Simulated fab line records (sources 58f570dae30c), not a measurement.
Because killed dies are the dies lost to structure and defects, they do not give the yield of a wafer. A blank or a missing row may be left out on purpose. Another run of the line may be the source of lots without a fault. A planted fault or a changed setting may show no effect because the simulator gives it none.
Which tool did it? -- flow berkeleyCmos170 -- 14 lots with 42 wafers sampled at 5 steps, on a route of 331 steps

WHAT THE GAUGES READ, wafer by wafer
UCB170_PWELL_THK_MEAS_06. Usual: PWELL_NITRIDE_THK 220.1 nm, standard deviation 2.1.
lot,measured,on,PWELL_NITRIDE_THK (nm),flag
L412,day 3 08:34,filmMetro-03,221.9 220.7 220.2,
L411,day 3 09:29,filmMetro-03,218.1 217.2 218.5,
L414,day 3 21:00,filmMetro-02,217.3 218.8 217.1,
L416,day 3 21:01,filmMetro-04,219.5 219.6 219.1,
L415,day 3 21:01,filmMetro-03,222.1 220.4 220.9,
L413,day 3 21:04,filmMetro-02,221.3 220.2 221.6,
L417,day 4 03:43,filmMetro-03,222.1 222.8 223.5,
L418,day 4 13:25,filmMetro-04,224.2 222.8 223.5,
L421,day 5 03:47,filmMetro-03,220.0 218.5 219.5,
L422,day 5 08:58,filmMetro-04,216.5 215.4 215.3,
L424,day 5 16:01,filmMetro-04,217.2 220.7 218.3,
L425,day 5 21:53,filmMetro-02,219.6 222.0 219.9,
L427,day 6 13:57,filmMetro-04,220.2 220.5 220.3,
L432,day 7 17:47,filmMetro-02,220.3 221.7 220.2,

UCB170_PVT_OVL_MEAS_06. Usual: PVT_OVL -3 nm, standard deviation 5.6.
lot,measured,on,PVT_OVL (nm),flag
L412,day 5 18:02,overlay-02,-11 -3 0,
L411,day 5 17:59,overlay-02,-8 -7 -9,
L414,day 6 10:06,overlay-01,-7 -8 -4,
L416,day 6 17:54,overlay-02,-11 -5 -3,
L415,day 6 10:23,overlay-02,-16 -8 -12,
L413,day 6 18:11,overlay-01,-1 2 -1,
L417,day 6 17:32,overlay-01,-3 1 -5,
L418,day 7 10:41,overlay-02,0 -5 -7,
L421,day 8 03:16,overlay-02,-9 -6 -5,
L422,day 8 03:30,overlay-02,-3 -1 -4,
L424,day 8 14:20,overlay-01,-11 -7 -11,
L425,day 8 14:41,overlay-01,1 3 6,
L427,day 9 15:35,overlay-02,-1 2 -1,
L432,day 10 09:04,overlay-02,-1 -3 -11,

UCB170_PVT_TW_MEAS_09. Usual: PVT_TW 509, standard deviation 3.2.
lot,measured,on,PVT_TW,flag
L412,day 5 18:19,filmMetro-02,514 511 512,
L411,day 5 18:17,filmMetro-04,509 510 508,
L414,day 6 10:23,filmMetro-04,504 506 507,
L416,day 6 18:11,filmMetro-03,508 508 509,
L415,day 6 10:41,filmMetro-02,509 509 511,
L413,day 6 18:28,filmMetro-04,507 505 507,
L417,day 6 17:49,filmMetro-04,507 504 506,
L418,day 7 10:58,filmMetro-03,512 509 515,
L421,day 8 03:33,filmMetro-04,506 505 507,
L422,day 8 03:47,filmMetro-02,514 511 513,
L424,day 8 14:38,filmMetro-04,507 506 506,
L425,day 8 14:58,filmMetro-02,617 617 617,OFF
L427,day 9 15:53,filmMetro-03,612 610 614,OFF
L432,day 10 09:21,filmMetro-03,510 511 510,

UCB170_PSD_CD_MEAS_06: target cd 1200 nm. Usual: cdNm at 1200.0 nm, with a standard deviation of 1.7.
lot,measured,on,cdNm (nm),flag
L412,day 6 19:29,cdSem-02,1199.8 1199.6 1199.5,
L411,day 6 19:43,cdSem-02,1202.9 1204.4 1204.5,
L414,day 7 09:51,cdSem-01,1198.7 1198.7 1199.2,
L416,day 7 20:24,cdSem-01,1202.1 1201.3 1200.9,
L415,day 7 10:10,cdSem-02,1200.3 1199.4 1201.6,
L413,day 7 20:15,cdSem-01,1195.3 1196.8 1197.2,
L417,day 7 20:32,cdSem-02,1198.9 1197.9 1198.3,
L418,day 8 08:23,cdSem-01,1200.5 1200.1 1201.0,
L421,day 9 04:34,cdSem-01,1202.3 1202.1 1202.7,
L422,day 9 04:26,cdSem-01,1198.9 1201.4 1201.0,
L424,day 9 16:20,cdSem-01,1202.4 1201.1 1202.8,
L425,day 9 16:11,cdSem-02,1198.5 1199.5 1199.3,
L427,day 10 11:28,cdSem-02,1199.3 1199.4 1199.1,
L432,day 11 10:28,cdSem-01,1199.2 1197.9 1199.0,

TOOL THAT RAN EACH LOT (tool first, then ch and the chambers of the sampled wafers, then the start)
lot,UCB170_PVT_IMPLANT_07
L412,"implanter-01 ch 0, day 5 18:05"
L411,"implanter-02 ch 0, day 5 18:02"
L414,"implanter-02 ch 0, day 6 10:08"
L416,"implanter-01 ch 0, day 6 17:56"
L415,"implanter-04 ch 0, day 6 10:28"
L413,"implanter-04 ch 0, day 6 18:14"
L417,"implanter-02 ch 0, day 6 17:35"
L418,"implanter-02 ch 0, day 7 10:44"
L421,"implanter-01 ch 0, day 8 03:18"
L422,"implanter-04 ch 0, day 8 03:32"
L424,"implanter-01 ch 0, day 8 14:26"
L425,"implanter-01 ch 0, day 8 14:43"
L427,"implanter-01 ch 0, day 9 15:39"
L432,"implanter-04 ch 0, day 10 09:07"
- UCB170_PVT_IMPLANT_07

AS READ BY THE TOOLS THEMSELVES (means over the sampled wafers that have a number; for cases with no such wafer, the mark the record gives instead)
UCB170_PVT_IMPLANT_07. Usual: beamEnergyKeV 30.000, standard deviation 0.009; doseIonsCm2 1.9997e+12, standard deviation 2.1e+09; faradayCurrentUA 6.34, standard deviation 0.14.
lot,tool,beamEnergyKeV,doseIonsCm2,faradayCurrentUA,flag
L412,implanter-01,29.996,1.9989e+12,6.16,
L411,implanter-02,29.998,2.0013e+12,6.48,
L414,implanter-02,29.991,2.0007e+12,6.36,
L416,implanter-01,29.997,1.9966e+12,6.37,
L415,implanter-04,29.989,1.9968e+12,6.32,
L413,implanter-04,29.999,2.0020e+12,6.35,
L417,implanter-02,29.998,1.9985e+12,6.43,
L418,implanter-02,30.006,1.9975e+12,6.26,
L421,implanter-01,30.000,2.0028e+12,6.39,
L422,implanter-04,29.992,1.9999e+12,6.34,
L424,implanter-01,30.002,2.0002e+12,6.28,
L425,implanter-01,30.003,3.6280e+12,11.35,OFF
L427,implanter-01,30.005,3.6289e+12,11.26,OFF
L432,implanter-04,29.988,1.9973e+12,6.40,

THE ANSWER, worked out from the rows above alone
Rule: take the mean of a lot's wafers that have a number; if it is more than 3 standard deviations from the usual mean, the lot is off. Also off: a lot with no number at a reading for which 4 or more lots have one. The other lots that the step has rows for count as sound. Order of review: gauges by route order, followed by the tools' own readings, for which a lot's mean as printed above is used. At the first step where some lot is off, the reading lying furthest off is the one used; lots without a number count as furthest.
Off: L425, L427, at UCB170_PVT_TW_MEAS_09 (PVT_TW).
If a tool, at a process step before that reading, ran all the lots that are off and no sound lot after the first of them, it fits. The gauges at UCB170_PVT_TW_MEAS_09 aren't tried: what is off there is off at UCB170_PVT_IMPLANT_07 too, on other tools, and a gauge's error can't cause that. One candidate fits, namely implanter-01 at UCB170_PVT_IMPLANT_07. A fault onset in the window from L424 (day 8 14:26, its last sound lot) to L425 (day 8 14:43, its first lot off) fits.
The tool's own readings at UCB170_PVT_IMPLANT_07 bear it out: on the lots that are off they differ by more than 5 times the standard deviation of the sound lots' means. doseIonsCm2 reads 3.6284e+12 there against 1.9994e+12 on the sound lots; faradayCurrentUA reads 11.30 there against 6.34 on the sound lots.

WHAT WAS PUT IN BY THE SIMULATOR
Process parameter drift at UCB170_PVT_IMPLANT_07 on implanter-01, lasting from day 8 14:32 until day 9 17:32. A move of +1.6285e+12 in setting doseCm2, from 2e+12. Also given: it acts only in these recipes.
Struck lots among those shown: L425, L427. The same result came from the rule above.
